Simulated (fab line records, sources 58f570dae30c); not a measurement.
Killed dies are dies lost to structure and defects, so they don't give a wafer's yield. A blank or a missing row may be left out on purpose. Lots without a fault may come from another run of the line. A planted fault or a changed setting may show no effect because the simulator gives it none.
Problem report in the 8D (eight disciplines) form, filled by code | flow berkeley_cmos170 | the parts of the form that need people (team, actions taken, sign-off) are left out

1. THE PROBLEM
V2_POLISHED_THK at UCB170_V2_THK_MEAS_04 reads a mean of 1347.5 nm on 3 wafers of 2 lots; wafers without a fault read 1000.1 nm with a standard deviation of 0.86. That is +99 or more standard deviations from the usual mean.
First seen on wafer L368.2, day 9 00:12, on film_metro-01. The record holds 42 wafers of 14 lots with a number at this step. Rule for "out", or "out of limits": more than 4 standard deviations from the usual mean. The other wafers with a number count as sound.

2. WHAT IT IS AND WHAT IT IS NOT
question                    | is                           | is not
which readings at this step | V2_POLISHED_THK              | -
which lots                  | L368, L369                   | L360, L362, L363, L365, L373, L375, L377, L378, L379, L380, L381, L382
which wafers of those lots  | L368.2, L368.6, L369.6       | L368.5, L369.1, L369.2
read on which gauges        | film_metro-01, film_metro-02 | film_metro-03
when                        | from day 9 00:12             | up to then (13 sound wafers); but 26 sound wafers of L369, L373, L375, L377, L378, L379, L380, L381, L382 came after

3. SUSPECTS, AND WHAT RULES EACH OUT
Counting: a tool at a process step up to the reading stays a suspect if it ran every lot that is out. Sound lots after the first of them don't rule it out here, since some wafers of a struck lot are sound.
- the gauge at UCB170_V2_THK_MEAS_04: ruled out. The wafers that are out were read on 2 gauges (film_metro-01, film_metro-02).
- cmp-01 at UCB170_V2_CMP_02 (polishes SiO2): kept. It ran every lot that is out, first L368 (day 8 23:49); its last sound lot up to then is L365 (day 8 13:46).
- Within cmp-01 at UCB170_V2_CMP_02: the wafers that are out ran in chamber 2; their sound lot-mates ran in chambers 1, 3.
Left after counting: cmp-01 at UCB170_V2_CMP_02.

4. THE CAUSE (what the simulator had put in)
Process parameter drift: cmp-01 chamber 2, from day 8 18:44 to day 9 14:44, at UCB170_V2_CMP_02. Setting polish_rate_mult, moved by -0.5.
Counting left only this tool.

5. THE CHAIN OF EFFECTS, in route order
Each row: a reading whose mean over the struck wafers that have a number lies more than 3 standard deviations from the usual. Only readings for which the record gives a usual standard deviation are gone through. hours: the time from each lot's start at the first step in this table that gives one to its start at this step, as a median over the lots. sigmas: the change in usual standard deviations.
hours | step                  | reading         | usual      | on struck wafers | change | sigmas
0     | UCB170_V2_THK_MEAS_04 | V2_POLISHED_THK | 1000.1 nm  | 1347.5           | +347.4 | +99 or more
1     | UCB170_V2_ETCH_14     | oes_product_au  | 0.874 a.u. | 1.012            | +0.138 | +13
The process steps in it:
- UCB170_V2_ETCH_14: etches SiO2 in CHF3/CF4/Ar, stops on Al, target depth 1250 nm, time 298.2 s.

6. WHAT WOULD HAVE CAUGHT IT SOONER
In this record the first reading out of limits at a measuring or inspecting step was taken at day 9 00:12, 5 hours after the fault began at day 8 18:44.
Of the tool readings at UCB170_V2_CMP_02 for which the record gives a usual standard deviation, none was out on any struck wafer, so an alarm limit of 4 standard deviations on them would not have fired.
Of the lots that are out (2), L369 began UCB170_V2_CMP_02 on cmp-01 after day 9 00:12. A hold on the tool at that time would have spared it.
